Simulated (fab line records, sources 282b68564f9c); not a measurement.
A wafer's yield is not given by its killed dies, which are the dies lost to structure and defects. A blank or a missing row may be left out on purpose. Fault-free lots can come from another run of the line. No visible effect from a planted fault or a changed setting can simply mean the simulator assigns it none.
A sampling plan put to the test	flow rit cmos	one fab line, 24 faults that these records tell of, each judged on the records of the lots that it struck; 1 more is left out, because the records don't allow judging it
Plan = the line's own looks (route steps where a gauge or an inspection reads the wafer without altering it). A look can be judged if struck wafers have a number there and the file gives its usual mean and standard deviation on fault-free wafers. Caught: 4 or more of those standard deviations (sigma) separate the usual mean from the mean of the struck wafers at a look after the fault's first step. On the tool: the identical test, applied to the tool's own readings at the steps of the fault. If the struck wafers alone have a blank record, or they carry another recipe, that too counts as caught.

## THE FAULTS, as the simulator had put them in
1. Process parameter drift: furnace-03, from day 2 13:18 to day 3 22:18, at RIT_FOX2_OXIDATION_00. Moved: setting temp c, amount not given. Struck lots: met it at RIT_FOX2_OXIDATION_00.
2. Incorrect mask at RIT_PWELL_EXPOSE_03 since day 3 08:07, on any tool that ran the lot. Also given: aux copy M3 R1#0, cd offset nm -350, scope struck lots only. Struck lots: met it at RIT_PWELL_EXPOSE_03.
3. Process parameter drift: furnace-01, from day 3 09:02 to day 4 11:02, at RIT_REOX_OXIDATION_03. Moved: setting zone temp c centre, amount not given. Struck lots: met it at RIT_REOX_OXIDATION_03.
4. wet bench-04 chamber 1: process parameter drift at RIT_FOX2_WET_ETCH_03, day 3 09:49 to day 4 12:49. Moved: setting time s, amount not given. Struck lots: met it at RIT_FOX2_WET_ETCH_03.
5. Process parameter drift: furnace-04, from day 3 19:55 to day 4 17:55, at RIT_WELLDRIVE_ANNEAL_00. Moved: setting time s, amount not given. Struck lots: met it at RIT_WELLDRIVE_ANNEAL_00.
6. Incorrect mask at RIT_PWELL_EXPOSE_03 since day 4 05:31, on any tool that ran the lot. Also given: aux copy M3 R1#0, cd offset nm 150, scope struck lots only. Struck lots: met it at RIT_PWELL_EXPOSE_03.
7. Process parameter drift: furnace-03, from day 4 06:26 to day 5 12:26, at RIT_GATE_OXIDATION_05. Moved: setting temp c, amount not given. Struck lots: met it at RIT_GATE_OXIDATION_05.
8. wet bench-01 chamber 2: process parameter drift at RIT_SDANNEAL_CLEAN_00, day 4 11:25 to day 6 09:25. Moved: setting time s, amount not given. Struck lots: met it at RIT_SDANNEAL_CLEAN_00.
9. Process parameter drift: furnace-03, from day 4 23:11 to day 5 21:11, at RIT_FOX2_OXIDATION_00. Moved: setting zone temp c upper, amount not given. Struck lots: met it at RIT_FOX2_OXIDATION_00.
10. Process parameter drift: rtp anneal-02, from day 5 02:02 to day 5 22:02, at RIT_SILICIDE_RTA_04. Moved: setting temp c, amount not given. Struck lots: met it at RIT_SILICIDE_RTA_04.
11. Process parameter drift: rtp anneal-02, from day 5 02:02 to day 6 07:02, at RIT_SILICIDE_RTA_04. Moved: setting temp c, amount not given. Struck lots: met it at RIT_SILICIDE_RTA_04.
12. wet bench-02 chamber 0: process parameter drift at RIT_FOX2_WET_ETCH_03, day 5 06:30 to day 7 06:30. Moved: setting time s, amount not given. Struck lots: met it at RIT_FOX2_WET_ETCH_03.
13. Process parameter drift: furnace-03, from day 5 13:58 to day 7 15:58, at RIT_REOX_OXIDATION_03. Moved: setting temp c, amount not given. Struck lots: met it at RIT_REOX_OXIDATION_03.
14. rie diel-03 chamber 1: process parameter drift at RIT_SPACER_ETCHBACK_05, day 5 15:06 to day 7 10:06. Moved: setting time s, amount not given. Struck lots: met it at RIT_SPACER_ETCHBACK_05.
15. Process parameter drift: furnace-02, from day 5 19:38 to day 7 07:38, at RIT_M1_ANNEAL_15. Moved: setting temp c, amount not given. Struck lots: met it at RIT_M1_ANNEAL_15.
16. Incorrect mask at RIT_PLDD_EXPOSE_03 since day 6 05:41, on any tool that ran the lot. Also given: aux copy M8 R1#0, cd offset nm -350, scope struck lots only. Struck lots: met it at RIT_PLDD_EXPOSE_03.
17. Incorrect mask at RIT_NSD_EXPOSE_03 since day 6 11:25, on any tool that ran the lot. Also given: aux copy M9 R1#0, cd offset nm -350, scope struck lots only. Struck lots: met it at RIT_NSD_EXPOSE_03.
18. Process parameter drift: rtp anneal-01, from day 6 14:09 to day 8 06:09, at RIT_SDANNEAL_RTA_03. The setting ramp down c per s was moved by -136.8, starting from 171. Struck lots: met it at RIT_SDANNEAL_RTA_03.
19. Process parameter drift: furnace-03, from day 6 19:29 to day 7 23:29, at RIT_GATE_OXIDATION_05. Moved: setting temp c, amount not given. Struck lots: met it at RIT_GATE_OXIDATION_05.
20. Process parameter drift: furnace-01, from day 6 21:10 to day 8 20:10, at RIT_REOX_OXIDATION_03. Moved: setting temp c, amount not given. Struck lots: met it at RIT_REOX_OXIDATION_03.
21. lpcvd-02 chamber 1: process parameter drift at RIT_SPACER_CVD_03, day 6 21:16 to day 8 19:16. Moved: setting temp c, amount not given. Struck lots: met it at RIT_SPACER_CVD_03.
22. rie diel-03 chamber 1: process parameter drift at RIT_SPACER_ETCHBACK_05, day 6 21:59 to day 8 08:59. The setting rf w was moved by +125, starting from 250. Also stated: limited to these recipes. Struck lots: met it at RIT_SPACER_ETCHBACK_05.
23. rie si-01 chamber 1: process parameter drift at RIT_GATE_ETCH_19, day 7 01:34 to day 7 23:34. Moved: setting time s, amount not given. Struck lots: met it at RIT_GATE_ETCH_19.
24. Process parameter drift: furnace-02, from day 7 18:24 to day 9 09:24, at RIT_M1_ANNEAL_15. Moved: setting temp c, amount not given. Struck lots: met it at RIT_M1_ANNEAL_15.

## WHAT THE PLAN SAW
fault	on the tool itself	first look that catches it	reading, sigma	median hours from its first step to that look	hours from the fault's start to the first struck lot there	judged looks passed uncaught
1	tube center temp C -62 sigma	no look after it can be judged	-	-	-	0
2	no reading that can be judged	no look after it can be judged	-	-	-	0
3	spike tc centre C +7.4 sigma	no look after it can be judged	-	-	-	0
4	run length s +99 or beyond sigma	no look after it can be judged	-	-	-	0
5	run length s -99 or beyond sigma	RIT_WELLDRIVE_RS_MEAS_01	NWELL_RS +31	5.1	2	0
6	no reading that can be judged	none of the 2 looks that can be judged after it	-	-	-	2
7	tube center temp C +99 or beyond sigma	RIT_GATE_THK_MEAS_07	GATE_OXIDE_THK +7.7	5.5	11	0
8	run length s -57 sigma	not the one look that can be judged after it	-	-	-	1
9	no reading that can be judged	none of the 3 looks that can be judged after it	strongest: FIELD_OXIDE_LEFT_2_THK at RIT_FOX2_THK_MEAS_91, -3.8	-	-	3
10	wafer_temp_C_max +5.4 sigma	none of the 2 looks that can be judged after it	-	-	-	2
11	wafer_temp_C_max -84 sigma	no look after it can be judged	-	-	-	0
12	run length s +99 or beyond sigma	no look after it can be judged	-	-	-	0
13	tube center temp C +99 or beyond sigma	RIT_REOX_THK_MEAS_04	REOX_OXIDE_THK +4.3	2.6	7	0
14	run length s -36 sigma	not the one look that can be judged after it	-	-	-	1
15	tube center temp C +99 or beyond sigma	no look after it can be judged	-	-	-	0
16	no reading that can be judged	no look after it can be judged	-	-	-	0
17	under 2 sigma	no look after it can be judged	-	-	-	0
18	ramp down c per s -99 or beyond sigma	not the one look that can be judged after it	-	-	-	1
19	spike tc source C -13 sigma	RIT_GATE_THK_MEAS_07	GATE_OXIDE_THK -7.5	2.6	7	0
20	tube center temp C -99 or beyond sigma	RIT_REOX_THK_MEAS_04	REOX_OXIDE_THK -10	2.6	0	0
21	susceptor temp C +99 or beyond sigma	RIT_SPACER_THK_MEAS_04	SPACER_NITRIDE_THK +60	1.9	11	0
22	rf fwd power W +99 or beyond sigma	no look after it can be judged	-	-	-	0
23	run length s +99 or beyond sigma	no look after it can be judged	-	-	-	0
24	tube center temp C -99 or beyond sigma	no look after it can be judged	-	-	-	0
A dash: the fault isn't caught, or these records don't give the number.

Caught at a look: 6 of 24. Caught on the tool: 19 of 24. By one or the other: 19 of 24.
Caught on the tool alone: faults 1, 3, 4, 8, 10, 11, 12, 14, 15, 18, 22, 23, 24.
Caught by neither: faults 2, 6, 9, 16, 17.

## THINNER SAMPLING
Were the look that catches a fault to measure just every second or every third lot (counted by lot number), the first struck lot would, at worst, be measured this late:
fault	struck lots at that look, in order of time	every lot	every second lot	every third lot
5	L928, L929, L930	2 h	8 h	15 h
7	L417, L418	11 h	17 h	may miss all 2
13	L919, L925	7 h	may miss all 2	may miss all 2
19	L446, L447	7 h	12 h	may miss all 2
20	L495, L497, L498	0 h	5 h	may miss all 3
21	L245	11 h	may miss it	may miss it
The hour figures run from when the fault began to the first measured lot among those it struck. 4 sigma limit: tested on the pooled struck wafers, so a lone lot may be under it. Other struck lots may not be in these records.

## THE LONGEST TIMED WAY FROM STEP TO LOOK
Fault 7: the median time between RIT_GATE_OXIDATION_05 and RIT_GATE_THK_MEAS_07 is 5.5 hours. No look between them can be judged.
